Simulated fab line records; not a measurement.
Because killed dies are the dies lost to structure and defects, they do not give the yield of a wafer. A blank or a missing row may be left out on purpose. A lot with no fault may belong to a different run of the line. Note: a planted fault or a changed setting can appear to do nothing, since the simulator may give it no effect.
The tool behind it: which one? -- flow berkeley cmos170 -- Sampling: 14 lots, 42 wafers, 3 of 331 route steps

== WHAT THE GAUGES SHOWED, per wafer ==
UCB170_V1_CD_MEAS_12: target cd 700 nm. Usual: cd nm at 700.3 nm, with a standard deviation of 1.3.
lot,measured,on,cd nm (nm),flag
L877,day 7 12:17,cd sem-01,701.7 701.5 701.8,
L879,day 7 12:52,cd sem-02,700.2 700.1 700.9,
L878,day 7 18:12,cd sem-02,700.9 700.7 701.1,
L881,day 8 12:23,cd sem-02,697.1 699.4 699.7,
L884,day 9 08:25,cd sem-01,701.1 701.7 701.5,
L883,day 9 08:40,cd sem-02,701.4 700.0 700.5,
L885,day 9 19:24,cd sem-01,702.4 702.0 702.6,
L886,day 9 19:36,cd sem-02,697.9 697.0 697.7,
L889,day 10 09:46,cd sem-01,702.7 700.2 701.3,
L887,day 10 10:01,cd sem-01,701.1 702.0 701.5,
L890,day 11 06:28,cd sem-01,698.8 699.9 698.2,
L893,day 11 06:38,cd sem-01,700.1 699.7 700.9,
L892,day 11 17:18,cd sem-01,699.1 700.1 699.2,
L898,day 13 04:17,cd sem-01,701.7 699.4 700.4,

UCB170_V2_THK_MEAS_04. Usual: V2_POLISHED_THK 999.8 nm, standard deviation 1.8.
lot,measured,on,V2_POLISHED_THK (nm),flag
L877,day 7 16:16,film metro-02,999.7 1000.9 998.7,
L879,day 7 17:27,film metro-01,999.7 1000.1 999.3,
L878,day 7 22:06,film metro-02,1000.2 999.5 998.0,
L881,day 8 16:40,film metro-02,1002.9 1002.8 1000.1,
L884,day 9 12:41,film metro-01,997.0 997.4 1001.5,
L883,day 9 13:16,film metro-04,999.8 1002.2 998.7,
L885,day 9 23:50,film metro-02,1002.3 1003.0 1002.6,
L886,day 10 00:23,film metro-04,1001.1 1000.1 1000.3,
L889,day 10 17:40,film metro-04,1001.1 997.8 1001.0,
L887,day 10 18:10,film metro-01,1001.6 998.9 1001.0,
L890,day 11 10:49,film metro-01,1000.4 996.3 997.9,
L893,day 11 11:12,film metro-04,998.2 1001.1 1000.6,
L892,day 11 22:52,film metro-04,1001.2 997.9 1000.2,
L898,day 13 10:29,film metro-01,1000.0 1000.0 997.2,

== WHICH TOOL RAN EACH LOT (tool, then ch and the chambers of the sampled wafers, then the start) ==
lot,UCB170_M2_STRIP_19
L877,"plasma asher-01 ch 0,1, day 7 15:23"
L879,"plasma asher-04 ch 0,1, day 7 16:04"
L878,"plasma asher-04 ch 0,1, day 7 21:15"
L881,"plasma asher-01 ch 0,1, day 8 15:48"
L884,"plasma asher-01 ch 0,1, day 9 11:50"
L883,"plasma asher-01 ch 0,1, day 9 12:25"
L885,"plasma asher-03 ch 0,1, day 9 22:59"
L886,"plasma asher-03 ch 0,1, day 9 23:31"
L889,"plasma asher-01 ch 0,1, day 10 16:35"
L887,"plasma asher-01 ch 0,1, day 10 16:50"
L890,"plasma asher-03 ch 0,1, day 11 09:57"
L893,"plasma asher-03 ch 0,1, day 11 10:22"
L892,"plasma asher-03 ch 0,1, day 11 21:40"
L898,"plasma asher-04 ch 0,1, day 13 09:33"
- UCB170_M2_STRIP_19: strips in O2.

== WHAT THE TOOLS THEMSELVES READ (means of the sampled wafers that have a number; where no wafer has one, the mark that the record gives instead) ==
UCB170_M2_STRIP_19. Usual: drypump motor current A 5.6 A, standard deviation 0.54; o2 flow sccm 399.9 sccm, standard deviation 1.2; oes product au 0.542 a.u., standard deviation 0.02.
lot,tool,drypump motor current A (A),o2 flow sccm (sccm),oes product au (a.u.),flag
L877,plasma asher-01,5.0,400.5,0.544,
L879,plasma asher-04,5.4,399.8,0.524,
L878,plasma asher-04,5.9,399.9,0.539,
L881,plasma asher-01,5.0,399.9,0.528,
L884,plasma asher-01,5.0,400.5,0.535,
L883,plasma asher-01,5.0,400.8,0.523,
L885,plasma asher-03,5.8,399.8,0.555,
L886,plasma asher-03,5.8,400.3,0.519,
L889,plasma asher-01,5.0,400.9,0.563,
L887,plasma asher-01,5.0,400.9,0.548,
L890,plasma asher-03,5.9,399.7,0.532,
L893,plasma asher-03,5.8,399.5,0.556,
L892,plasma asher-03,5.8,399.3,0.537,
L898,plasma asher-04,5.9,398.9,0.561,

== THE ANSWER, worked out from the rows above alone ==
Rule: lot off if the mean of its wafers having a number is beyond 3 standard deviations from the usual mean. A lot without any number at a reading at which 4 lots or more have one is off too. The other lots that the step has rows for count as sound. After the gauges, taken in route order, come the tools' own readings; for these a lot's mean is taken, as printed above. At the first step where some lot is off, the reading lying furthest off is the one used; lots without a number count as furthest.
Across all readings shown, no lot is off: no conclusion can be drawn from this.

== WHAT THE SIMULATOR HAD PUT IN ==
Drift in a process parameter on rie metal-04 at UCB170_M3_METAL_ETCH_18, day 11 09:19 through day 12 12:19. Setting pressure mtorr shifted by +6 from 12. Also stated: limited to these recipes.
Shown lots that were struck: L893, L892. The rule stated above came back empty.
